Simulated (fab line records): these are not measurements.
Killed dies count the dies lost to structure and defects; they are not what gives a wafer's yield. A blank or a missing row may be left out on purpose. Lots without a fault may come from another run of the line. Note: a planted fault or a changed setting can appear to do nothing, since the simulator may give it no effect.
Matching of chambers || flow berkeley cmos170 || UCB170_CONTACT_ETCH_17 on rie diel-01: 4 sister chambers
The step etches BARC in N2/H2. 8 wafers are shown with their chamber, then 7 later ones without.

## EACH WAFER AND ITS CHAMBER
{"wafer": "L692.3", "chamber": 3, "drypump motor current A (A)": 5.8, "throttle valve pct (%)": 13.66}
{"wafer": "L692.6", "chamber": 3, "drypump motor current A (A)": 5.8, "throttle valve pct (%)": 13.65}
{"wafer": "L696.3", "chamber": 1, "drypump motor current A (A)": 6.5, "throttle valve pct (%)": 13.53}
{"wafer": "L702.2", "chamber": 1, "drypump motor current A (A)": 6.5, "throttle valve pct (%)": 13.52}
{"wafer": "L702.3", "chamber": 0, "drypump motor current A (A)": 5.1, "throttle valve pct (%)": 13.27}
{"wafer": "L702.5", "chamber": 2, "drypump motor current A (A)": 6.1, "throttle valve pct (%)": 13.24}
{"wafer": "L707.4", "chamber": 0, "drypump motor current A (A)": 5.2, "throttle valve pct (%)": 13.29}
{"wafer": "L707.5", "chamber": 2, "drypump motor current A (A)": 6.1, "throttle valve pct (%)": 13.22}

## WAFERS MISSING THEIR CHAMBER
{"wafer": "L707.6", "drypump motor current A (A)": 5.8, "throttle valve pct (%)": 13.64}
{"wafer": "L709.2", "drypump motor current A (A)": 6.1, "throttle valve pct (%)": 13.24}
{"wafer": "L709.5", "drypump motor current A (A)": 5.8, "throttle valve pct (%)": 13.65}
{"wafer": "L709.6", "drypump motor current A (A)": 5.1, "throttle valve pct (%)": 13.26}
{"wafer": "L710.3", "drypump motor current A (A)": 6.5, "throttle valve pct (%)": 13.51}
{"wafer": "L710.5", "drypump motor current A (A)": 6.5, "throttle valve pct (%)": 13.54}
{"wafer": "L710.6", "drypump motor current A (A)": 5.1, "throttle valve pct (%)": 13.27}

## THE CHAMBER EACH PASSED THROUGH
{"wafer": "L707.6", "from the rows above": 3, "in truth": 3}
{"wafer": "L709.2", "from the rows above": 2, "in truth": 2}
{"wafer": "L709.5", "from the rows above": 3, "in truth": 3}
{"wafer": "L709.6", "from the rows above": 0, "in truth": 0}
{"wafer": "L710.3", "from the rows above": 1, "in truth": 1}
{"wafer": "L710.5", "from the rows above": 1, "in truth": 1}
{"wafer": "L710.6", "from the rows above": 0, "in truth": 0}
Placed correctly: 7 of 7. Not placeable from these rows: 0. Placed wrongly: 0.
How it was worked out, from the rows above alone: a wafer's distance from a chamber is the root of the sum, over the readings, of the square of ((its reading less the chamber's mean) divided by the reading's scatter). The wafer belongs to the nearest chamber; if the next one is less than 2 further off, it can't be placed. For every chamber, the mean is computed from those of its wafers that are shown. The scatter: take each reading less its chamber's mean, square it, sum over the shown wafers, divide by the number of wafers less the number of chambers, and take the root.
